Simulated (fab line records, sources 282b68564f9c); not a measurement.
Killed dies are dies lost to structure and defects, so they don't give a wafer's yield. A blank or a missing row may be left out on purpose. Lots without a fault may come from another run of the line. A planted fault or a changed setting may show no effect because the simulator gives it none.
fab line records | flow rit_cmos | part 1 of 2: steps 1 to 28 of 38
record lots=5 wafers=15 last_day=8
route steps=202 shown NRETRO@54 PRETRO@64 GATE@75 FOX2@80
lots that met no fault: from a run of the same line without faults
start_h: hours from the record's first day to the start of the lot's first wafer shown | wait_h: hours since the lot's step before | " the same as in the row above | L1.1+2: a row that stands for several wafers | - no value, or no start given | * or withheld: withheld | < > ~ a bound
route shown NAME@n: a module of which the file shows steps, and the number in the route of the first | usual: mean/standard deviation of fault-free wafers | same: alike in all rows | chamber/n: place in a boat | sites: the reading at each site | _std_site: their standard deviation | _edge_site: outer sites' mean less inner sites' | radius_mm: how far each site lies from the wafer's centre | mask NAME#n: copy n | behind: the tool/chamber that last shaped the wafer | hold: why the lot was held/for how many hours/how that ended | device: the transistor (n, p or np) that didn't switch | end of line: the same wafers' tests at the end of the route | a step without rows: its recipe alone | killed: dies lost to structure and defects at the first sort, not the wafer's yield | map: a wafer's dies, x killed, . not, _ none there
set.NAME: the setting as run; set.NAME@STEP: as run at that earlier step | model.NAME: the simulator's own value behind a step, which no gauge read
lots at some steps of the route; a table a step, a row a wafer
services: from which hour (start_h, from the record's first day; less than 0 if before it) a tool's chamber was out of use, for how many hours, and why
## steps
# step RIT_NRETRO_COAT_01
# recipe resist=NOVOLAK spin_rpm=2000 resist_thk_nm=1320
# usual chill_plate_temp_C=22.99/0.11
# columns lot.wafer tool chamber start_h wait_h chill_plate_temp_C
L080.1 litho_track-04 0 65.40 0.1 22.85
L080.4 " 0 " " 22.84
L080.6 " 0 " " 22.79
L082.4 litho_track-03 0 81.50 0.1 23.13
L082.5 " 0 " " 23.12
L082.6 " 0 " " 23.18
L094.1 litho_track-01 0 134.87 0.1 23.15
L094.5 " 0 " " 23.03
L094.6 " 0 " " 23.12
L095.1 litho_track-04 0 146.40 0.1 22.95
L095.3 " 0 " " 22.88
L095.6 " 0 " " 23.19
L096.1 litho_track-04 0 148.20 0.1 22.91
L096.2 " 0 " " 22.97
L096.6 " 0 " " 22.83
# step RIT_NRETRO_SOFTBAKE_02
# recipe resist=NOVOLAK temp_c=90 time_s=60
# usual chill_plate_temp_C=23.01/0.093
# columns lot.wafer tool chamber start_h wait_h chill_plate_temp_C
L080.1 litho_track-04 0 65.55 0.1 22.88
L080.4 " 0 " " 23.11
L080.6 " 0 " " 22.99
L082.4 litho_track-03 0 81.65 0.1 23.03
L082.5 " 0 " " 22.96
L082.6 " 0 " " 22.96
L094.1 litho_track-01 0 135.02 0.1 23.04
L094.5 " 0 " " 23.01
L094.6 " 0 " " 22.87
L095.1 litho_track-04 0 146.55 0.1 23.09
L095.3 " 0 " " 22.96
L095.6 " 0 " " 23.13
L096.1 litho_track-04 0 148.35 0.1 22.93
L096.2 " 0 " " 23.04
L096.6 " 0 " " 23.09
# step RIT_NRETRO_EXPOSE_03
# recipe mask_id=M4 na=0.57 target_cd_nm=43900 dose_mj=250
# usual focus_offset_nm=0.1/0.54 reticle_temp_C=22.98/0.11
# same na=0.57
# columns lot.wafer tool chamber start_h wait_h mask focus_offset_nm reticle_temp_C
L080.1 iline_stepper-01 0 65.70 0.1 M4#0 -0.7 23.00
L080.4 " 0 " " M4#0 0.2 23.02
L080.6 " 0 " " M4#0 0.7 23.23
L082.4 iline_stepper-01 0 81.91 0.2 M4#0 1.4 23.02
L082.5 " 0 " " M4#0 0.6 22.96
L082.6 " 0 " " M4#0 0.0 22.89
L094.1 iline_stepper-01 0 135.29 0.2 M4#0 0.0 23.16
L094.5 " 0 " " M4#0 -0.6 23.06
L094.6 " 0 " " M4#0 -0.4 23.09
L095.1 iline_stepper-01 0 146.70 0.1 M4#0 -0.2 22.91
L095.3 " 0 " " M4#0 -0.4 22.89
L095.6 " 0 " " M4#0 -0.3 22.85
L096.1 iline_stepper-02 0 148.63 0.2 M4#0 0.8 23.01
L096.2 " 0 " " M4#0 -0.1 22.98
L096.6 " 0 " " M4#0 -0.8 23.02
# step RIT_NRETRO_PEB_04
# recipe resist=NOVOLAK temp_c=withheld time_s=withheld
# usual chill_plate_temp_C=*
# columns lot.wafer tool chamber start_h wait_h chill_plate_temp_C
L080.1 litho_track-01 0 65.82 0.1 *
L080.4 " 0 " " *
L080.6 " 0 " " *
L082.4 litho_track-04 0 82.04 0.1 *
L082.5 " 0 " " *
L082.6 " 0 " " *
L094.1 litho_track-04 0 135.57 0.3 *
L094.5 " 0 " " *
L094.6 " 0 " " *
L095.1 litho_track-03 0 146.82 0.1 *
L095.3 " 0 " " *
L095.6 " 0 " " *
L096.1 litho_track-01 0 148.77 0.1 *
L096.2 " 0 " " *
L096.6 " 0 " " *
# step RIT_NRETRO_DEVELOP_05
# recipe resist=NOVOLAK develop_time_s=68 dev_temp_c=23
# usual chill_plate_temp_C=23.01/0.1
# same develop_time_s=68
# columns lot.wafer tool chamber start_h wait_h chill_plate_temp_C
L080.1 litho_track-01 0 - - 23.11
L080.4 " 0 " " 23.13
L080.6 " 0 " " 23.10
L082.4 litho_track-04 0 - - 22.95
L082.5 " 0 " " 22.91
L082.6 " 0 " " 22.99
L094.1 litho_track-04 0 - - 23.20
L094.5 " 0 " " 23.10
L094.6 " 0 " " 22.88
L095.1 litho_track-03 0 - - 22.92
L095.3 " 0 " " 23.10
L095.6 " 0 " " 23.08
L096.1 litho_track-01 0 - - 23.09
L096.2 " 0 " " 23.17
L096.6 " 0 " " 22.98
# step RIT_NRETRO_OVL_MEAS_06
# usual NRETRO_OVL=0.7/1.4
# columns lot.wafer tool chamber start_h wait_h NRETRO_OVL[nm]
L080.1 overlay-02 - 66.13 - 1.9
L080.4 " - " " 1.2
L080.6 " - " " 1.0
L082.4 overlay-02 - 82.30 - 0.5
L082.5 " - " " 0.9
L082.6 " - " " 2.5
L094.1 overlay-02 - 135.88 - 0.7
L094.5 " - " " 2.1
L094.6 " - " " 0.9
L095.1 overlay-02 - 147.13 - -0.5
L095.3 " - " " -0.7
L095.6 " - " " -1.0
L096.1 overlay-01 - 149.09 - 0.4
L096.2 " - " " -1.4
L096.6 " - " " -0.1
# step RIT_NRETRO_HARDBAKE_07
# recipe resist=NOVOLAK temp_c=140 time_s=120
# usual chill_plate_temp_C=23.02/0.1
# columns lot.wafer tool chamber start_h wait_h chill_plate_temp_C
L080.1 litho_track-01 0 66.17 0.0 23.10
L080.4 " 0 " " 22.85
L080.6 " 0 " " 22.95
L082.4 litho_track-03 0 82.44 0.1 22.93
L082.5 " 0 " " 22.98
L082.6 " 0 " " 23.02
L094.1 litho_track-01 0 136.12 0.2 23.15
L094.5 " 0 " " 22.99
L094.6 " 0 " " 23.22
L095.1 litho_track-01 0 147.17 0.0 23.08
L095.3 " 0 " " 23.06
L095.6 " 0 " " 22.96
L096.1 litho_track-01 0 149.12 0.0 22.93
L096.2 " 0 " " 23.02
L096.6 " 0 " " 22.96
# step RIT_NRETRO_IMPLANT_08
# recipe species=P energy_kev=70 dose_cm2=1e+13 tilt_deg=7
# columns lot.wafer tool chamber start_h wait_h
L080.1+4+6 implanter-04 0 66.42 0.2
L082.4+5+6 implanter-04 0 82.64 0.2
L094.1+5+6 implanter-02 0 136.37 0.2
L095.1+3+6 implanter-02 0 147.42 0.2
L096.1+2+6 implanter-04 0 149.37 0.2
# step RIT_NRETRO_STRIP_09
# recipe chemistry=O2 time_s=180 resist=NOVOLAK platen_temp_c=withheld power_w=500 pressure_mtorr=4000 o2_flow_sccm=4000
# usual drypump_motor_current_A=5.5/0.58
# columns lot.wafer tool chamber start_h wait_h drypump_motor_current_A rf_hours_counter_h
L080.1 plasma_asher-03 1 66.57 0.1 4.9 27
L080.4 " 0 " " 6.4 -
L080.6 " 0 " " 6.4 -
L082.4 plasma_asher-03 1 82.77 0.1 4.9 -
L082.5 " 0 " " 6.4 -
L082.6 " 1 " " 4.9 -
L094.1 plasma_asher-03 0 136.52 0.1 6.4 34
L094.5 " 0 " " 6.4 -
L094.6 " 1 " " 4.9 -
L095.1 plasma_asher-02 0 147.57 0.1 5.4 52
L095.3 " 1 " " 5.2 -
L095.6 " 1 " " 5.2 -
L096.1 plasma_asher-03 1 149.52 0.1 4.9 36
L096.2 " 0 " " 6.4 36
L096.6 " 1 " " 4.9 -
# step RIT_NRETRO_TW_MEAS_10
# usual NRETRO_TW=1052/9.9
# columns lot.wafer tool chamber start_h wait_h NRETRO_TW
L080.1 film_metro-02 - 66.74 0.1 1034
L080.4 " - " " 1030
L080.6 " - " " 1035
L082.4 film_metro-04 - 82.92 0.1 1052
L082.5 " - " " 1051
L082.6 " - " " 1049
L094.1 film_metro-01 - 136.69 0.1 1065
L094.5 " - " " 1062
L094.6 " - " " 1061
L095.1 film_metro-02 - 147.74 0.1 1043
L095.3 " - " " 1038
L095.6 " - " " 1046
L096.1 film_metro-01 - 149.70 0.1 1058
L096.2 " - " " 1059
L096.6 " - " " 1060
# step RIT_PRETRO_HMDS_00
# recipe prime_time_s=60 prime_temp_c=140
# usual chill_plate_temp_C=22.99/0.11
# columns lot.wafer tool chamber start_h wait_h chill_plate_temp_C
L080.1 litho_track-02 0 66.80 0.1 22.96
L080.4 " 0 " " 23.16
L080.6 " 0 " " 22.99
L082.4 litho_track-04 0 83.02 0.1 23.09
L082.5 " 0 " " 23.15
L082.6 " 0 " " 23.15
L094.1 litho_track-03 0 137.12 0.4 22.97
L094.5 " 0 " " 22.77
L094.6 " 0 " " 23.05
L095.1 litho_track-03 0 147.80 0.1 22.86
L095.3 " 0 " " 22.94
L095.6 " 0 " " 23.01
L096.1 litho_track-02 0 149.76 0.1 23.02
L096.2 " 0 " " 22.88
L096.6 " 0 " " 22.93
# step RIT_PRETRO_COAT_01
# recipe resist=NOVOLAK spin_rpm=2000 resist_thk_nm=1300
# usual chill_plate_temp_C=23.00/0.11
# columns lot.wafer tool chamber start_h wait_h chill_plate_temp_C
L080.1 litho_track-02 0 66.95 0.1 23.02
L080.4 " 0 " " 22.96
L080.6 " 0 " " 22.95
L082.4 litho_track-04 0 83.17 0.1 22.82
L082.5 " 0 " " 22.96
L082.6 " 0 " " 22.98
L094.1 litho_track-03 0 137.27 0.1 23.05
L094.5 " 0 " " 23.19
L094.6 " 0 " " 23.13
L095.1 litho_track-03 0 147.95 0.1 22.82
L095.3 " 0 " " 22.96
L095.6 " 0 " " 23.07
L096.1 litho_track-02 0 149.91 0.1 23.06
L096.2 " 0 " " 22.98
L096.6 " 0 " " 23.03
# step RIT_PRETRO_SOFTBAKE_02
# recipe resist=NOVOLAK temp_c=90 time_s=60
# usual chill_plate_temp_C=22.97/0.11
# columns lot.wafer tool chamber start_h wait_h chill_plate_temp_C
L080.1 litho_track-02 0 67.10 0.1 22.93
L080.4 " 0 " " 23.00
L080.6 " 0 " " 23.03
L082.4 litho_track-04 0 83.32 0.1 22.86
L082.5 " 0 " " 22.93
L082.6 " 0 " " 22.95
L094.1 litho_track-03 0 137.42 0.1 22.95
L094.5 " 0 " " 22.96
L094.6 " 0 " " 22.85
L095.1 litho_track-03 0 148.10 0.1 23.01
L095.3 " 0 " " 22.94
L095.6 " 0 " " 22.86
L096.1 litho_track-02 0 150.06 0.1 23.14
L096.2 " 0 " " 22.95
L096.6 " 0 " " 22.95
# step RIT_PRETRO_EXPOSE_03
# recipe mask_id=M5 na=0.57 target_cd_nm=43700 dose_mj=250
# usual focus_offset_nm=-0.1/0.51 reticle_temp_C=22.99/0.12
# same na=0.57
# columns lot.wafer tool chamber start_h wait_h mask focus_offset_nm reticle_temp_C
L080.1 iline_stepper-01 0 67.38 0.2 M5#0 0.0 22.91
L080.4 " 0 " " M5#0 -0.1 23.02
L080.6 " 0 " " M5#0 0.1 22.91
L082.4 iline_stepper-01 0 83.46 0.1 M5#0 -0.2 22.81
L082.5 " 0 " " M5#0 -0.7 22.82
L082.6 " 0 " " M5#0 -0.5 22.77
L094.1 iline_stepper-02 0 137.69 0.2 M5#0 0.0 23.19
L094.5 " 0 " " M5#0 -0.7 23.11
L094.6 " 0 " " M5#0 -0.5 23.09
L095.1 iline_stepper-01 0 148.38 0.2 M5#0 0.4 23.17
L095.3 " 0 " " M5#0 0.1 22.92
L095.6 " 0 " " M5#0 0.5 23.17
L096.1 iline_stepper-02 0 150.33 0.2 M5#0 0.4 23.19
L096.2 " 0 " " M5#0 -0.5 22.95
L096.6 " 0 " " M5#0 -0.4 22.94
# step RIT_PRETRO_PEB_04
# recipe resist=NOVOLAK temp_c=withheld time_s=withheld
# usual chill_plate_temp_C=*
# columns lot.wafer tool chamber start_h wait_h chill_plate_temp_C
L080.1 litho_track-03 0 67.49 0.1 *
L080.4 " 0 " " *
L080.6 " 0 " " *
L082.4 litho_track-03 0 83.59 0.1 *
L082.5 " 0 " " *
L082.6 " 0 " " *
L094.1 litho_track-03 0 138.16 0.5 *
L094.5 " 0 " " *
L094.6 " 0 " " *
L095.1 litho_track-04 0 148.50 0.1 *
L095.3 " 0 " " *
L095.6 " 0 " " *
L096.1 litho_track-04 0 150.49 0.1 *
L096.2 " 0 " " *
L096.6 " 0 " " *
# step RIT_PRETRO_DEVELOP_05
# recipe resist=NOVOLAK develop_time_s=68 dev_temp_c=23
# usual chill_plate_temp_C=23.01/0.11
# same develop_time_s=68
# columns lot.wafer tool chamber start_h wait_h chill_plate_temp_C
L080.1 litho_track-03 0 - - 22.79
L080.4 " 0 " " 23.07
L080.6 " 0 " " 23.02
L082.4 litho_track-03 0 - - 23.15
L082.5 " 0 " " 23.09
L082.6 " 0 " " 23.06
L094.1 litho_track-03 0 - - 22.92
L094.5 " 0 " " 22.88
L094.6 " 0 " " 22.97
L095.1 litho_track-04 0 - - 23.19
L095.3 " 0 " " 23.06
L095.6 " 0 " " 23.16
L096.1 litho_track-04 0 - - 22.93
L096.2 " 0 " " 22.94
L096.6 " 0 " " 22.96
# step RIT_PRETRO_OVL_MEAS_06
# usual PRETRO_OVL=0.9/1.5
# columns lot.wafer tool chamber start_h wait_h PRETRO_OVL[nm]
L080.1 overlay-02 - 67.81 - -1.9
L080.4 " - " " -2.9
L080.6 " - " " -1.5
L082.4 overlay-02 - 83.85 - 1.6
L082.5 " - " " 0.3
L082.6 " - " " 0.7
L094.1 overlay-01 - 138.48 - 3.2
L094.5 " - " " 3.0
L094.6 " - " " 2.6
L095.1 overlay-02 - 148.81 - 1.5
L095.3 " - " " 1.0
L095.6 " - " " 0.0
L096.1 overlay-02 - 150.81 - 0.3
L096.2 " - " " 1.3
L096.6 " - " " 0.6
# step RIT_PRETRO_HARDBAKE_07
# recipe resist=NOVOLAK temp_c=140 time_s=120
# usual chill_plate_temp_C=23.01/0.097
# columns lot.wafer tool chamber start_h wait_h chill_plate_temp_C
L080.1 litho_track-04 0 67.84 0.0 22.99
L080.4 " 0 " " 23.16
L080.6 " 0 " " 22.99
L082.4 litho_track-04 0 83.99 0.1 23.14
L082.5 " 0 " " 23.08
L082.6 " 0 " " 23.01
L094.1 litho_track-03 0 138.98 0.5 22.97
L094.5 " 0 " " 22.91
L094.6 " 0 " " 23.02
L095.1 litho_track-02 0 148.85 0.0 22.92
L095.3 " 0 " " 22.91
L095.6 " 0 " " 22.82
L096.1 litho_track-03 0 151.09 0.3 23.08
L096.2 " 0 " " 23.09
L096.6 " 0 " " 23.10
# step RIT_PRETRO_IMPLANT_08
# recipe species=B energy_kev=45.47 dose_cm2=1.2e+13 tilt_deg=7
# columns lot.wafer tool chamber start_h wait_h
L080.1+4+6 implanter-03 0 68.09 0.2
L082.4+5+6 implanter-01 0 84.19 0.2
L094.1+5+6 implanter-01 0 139.23 0.2
L095.1+3+6 implanter-02 0 149.10 0.2
L096.1+2+6 implanter-03 0 151.34 0.2
# step RIT_PRETRO_STRIP_09
# recipe chemistry=O2 time_s=180 resist=NOVOLAK platen_temp_c=withheld power_w=500 pressure_mtorr=4000 o2_flow_sccm=4000
# usual drypump_motor_current_A=5.8/0.65
# columns lot.wafer tool chamber start_h wait_h drypump_motor_current_A rf_hours_counter_h
L080.1 plasma_asher-02 1 68.24 0.1 5.2 44
L080.4 " 0 " " 5.4 -
L080.6 " 0 " " 5.4 -
L082.4 plasma_asher-02 0 84.32 0.1 5.4 -
L082.5 " 1 " " 5.2 -
L082.6 " 0 " " 5.4 -
L094.1 plasma_asher-01 0 139.38 0.1 5.5 2
L094.5 " 1 " " 5.3 -
L094.6 " 0 " " 5.5 -
L095.1 plasma_asher-02 1 149.25 0.1 5.2 53
L095.3 " 1 " " 5.2 -
L095.6 " 0 " " 5.4 -
L096.1 plasma_asher-04 1 151.49 0.1 6.6 46
L096.2 " 0 " " 6.8 46
L096.6 " 0 " " 6.7 -
# step RIT_PRETRO_TW_MEAS_10
# usual PRETRO_TW=477/4.3
# columns lot.wafer tool chamber start_h wait_h PRETRO_TW
L080.1 film_metro-03 - 68.42 0.1 473
L080.4 " - " " 474
L080.6 " - " " 470
L082.4 film_metro-04 - 84.47 0.1 477
L082.5 " - " " 474
L082.6 " - " " 477
L094.1 film_metro-03 - 139.55 0.1 474
L094.5 " - " " 473
L094.6 " - " " 475
L095.1 film_metro-04 - 149.43 0.1 474
L095.3 " - " " 477
L095.6 " - " " 474
L096.1 film_metro-03 - 151.67 0.1 476
L096.2 " - " " 473
L096.6 " - " " 473
# step RIT_GATE_WET_ETCH_00
# recipe chemistry=BOE target=SiO2 target_depth_nm=56 time_s=60 dry=n2_spin dilution=10:1 temp_c=21.5
# columns lot.wafer tool chamber start_h wait_h
L080.1+4+6 wet_bench-02 3 68.48 0.1
L082.4+5+6 wet_bench-02 2 84.50 0.0
L094.1+5+6 wet_bench-04 2 139.61 0.1
L095.1+3+6 wet_bench-04 3 149.49 0.1
L096.1+2+6 wet_bench-01 0 151.73 0.1
# step RIT_GATE_CLEAN_01
# recipe chemistry=SC1 mix=3:3:50 time_s=600 temp_c=75
# usual bath_guard_temp_C=74.8/0.68
# columns lot.wafer tool chamber start_h wait_h bath_guard_temp_C
L080.1 wet_bench-04 0 68.50 0.0 74.0
L080.4 " 0 " " 74.2
L080.6 " 0 " " 73.4
L082.4 wet_bench-01 0 84.53 0.0 75.0
L082.5 " 0 " " 74.8
L082.6 " 0 " " 75.1
L094.1 wet_bench-04 1 139.64 0.0 76.3
L094.5 " 1 " " 76.0
L094.6 " 1 " " 75.8
L095.1 wet_bench-01 3 149.51 0.0 74.1
L095.3 " 3 " " 74.6
L095.6 " 3 " " 74.5
L096.1 wet_bench-04 0 151.76 0.0 74.0
L096.2 " 0 " " 73.9
L096.6 " 0 " " 74.0
# step RIT_GATE_CLEAN_02
# recipe chemistry=dHF dilution=50:1 time_s=30
# columns lot.wafer tool chamber start_h wait_h
L080.1+4+6 wet_bench-01 3 68.69 0.0
L082.4+5+6 wet_bench-04 2 84.72 0.0
L094.1+5+6 wet_bench-02 2 139.81 0.0
L095.1+3+6 wet_bench-04 2 149.70 0.0
L096.1+2+6 wet_bench-01 3 151.93 0.0
# step RIT_GATE_CLEAN_03
# recipe chemistry=SC2 mix=3:3:50 time_s=600 temp_c=75 dry=n2_spin
# usual bath_guard_temp_C=75.0/0.81
# columns lot.wafer tool chamber start_h wait_h bath_guard_temp_C
L080.1 wet_bench-02 0 68.71 0.0 74.2
L080.4 " 0 " " 74.4
L080.6 " 0 " " 74.1
L082.4 wet_bench-02 1 84.74 0.0 75.1
L082.5 " 1 " " 75.2
L082.6 " 1 " " 74.8
L094.1 wet_bench-04 3 139.83 0.0 74.0
L094.5 " 3 " " 74.4
L094.6 " 3 " " 74.7
L095.1 wet_bench-01 3 149.72 0.0 74.6
L095.3 " 3 " " 74.1
L095.6 " 3 " " 74.2
L096.1 wet_bench-04 1 151.95 0.0 75.9
L096.2 " 1 " " 75.7
L096.6 " 1 " " 75.9
# step RIT_GATE_CLEAN_04
# recipe chemistry=dHF dilution=50:1 time_s=60 dry=n2_spin
# columns lot.wafer tool chamber start_h wait_h
L080.1+4+6 wet_bench-01 3 68.88 0.0
L082.4+5+6 wet_bench-01 2 84.93 0.0
L094.1+5+6 wet_bench-02 1 140.00 0.0
L095.1+3+6 wet_bench-04 2 149.91 0.0
L096.1+2+6 wet_bench-01 0 152.12 0.0
# step RIT_FOX2_THK_MEAS_91
# recipe reads=SiO2_of_FOX2_OXIDATION_00
# usual FIELD_OXIDE_LEFT_2_THK=241/7
# columns lot.wafer tool chamber start_h wait_h FIELD_OXIDE_LEFT_2_THK[nm]
L080.1 film_metro-03 - 68.91 0.0 246
L080.4 " - " " 238
L080.6 " - " " 245
L082.4 film_metro-02 - 84.98 0.0 242
L082.5 " - " " 241
L082.6 " - " " 237
L094.1 film_metro-03 - 140.03 0.0 233
L094.5 " - " " 240
L094.6 " - " " 234
L095.1 film_metro-01 - 149.93 0.0 244
L095.3 " - " " 245
L095.6 " - " " 240
L096.1 film_metro-02 - 152.15 0.0 236
L096.2 " - " " 236
L096.6 " - " " 237
# step RIT_GATE_OXIDATION_05
# recipe temp_c=900 ambient=O2 target_thk_a=30 ox_time_s=270
# usual spike_tc_load_C=927.6/1.1
# columns lot.wafer tool chamber start_h wait_h spike_tc_load_C
L080.1 furnace-04 0 73.97 5.1 925.7
L080.4 " 0 " " 927.5
L080.6 " 0 " " 927.9
L082.4 furnace-01 0 87.19 2.2 928.1
L082.5 " 0 " " 926.6
L082.6 " 0 " " 927.3
L094.1 furnace-03 0 140.09 0.1 927.7
L094.5 " 0 " " 928.2
L094.6 " 0 " " 926.6
L095.1 furnace-03 0 150.36 0.4 929.5
L095.3 " 0 " " 928.0
L095.6 " 0 " " 928.5
L096.1 furnace-01 0 153.36 1.2 926.4
L096.2 " 0 " " 929.0
L096.6 " 0 " " 928.7
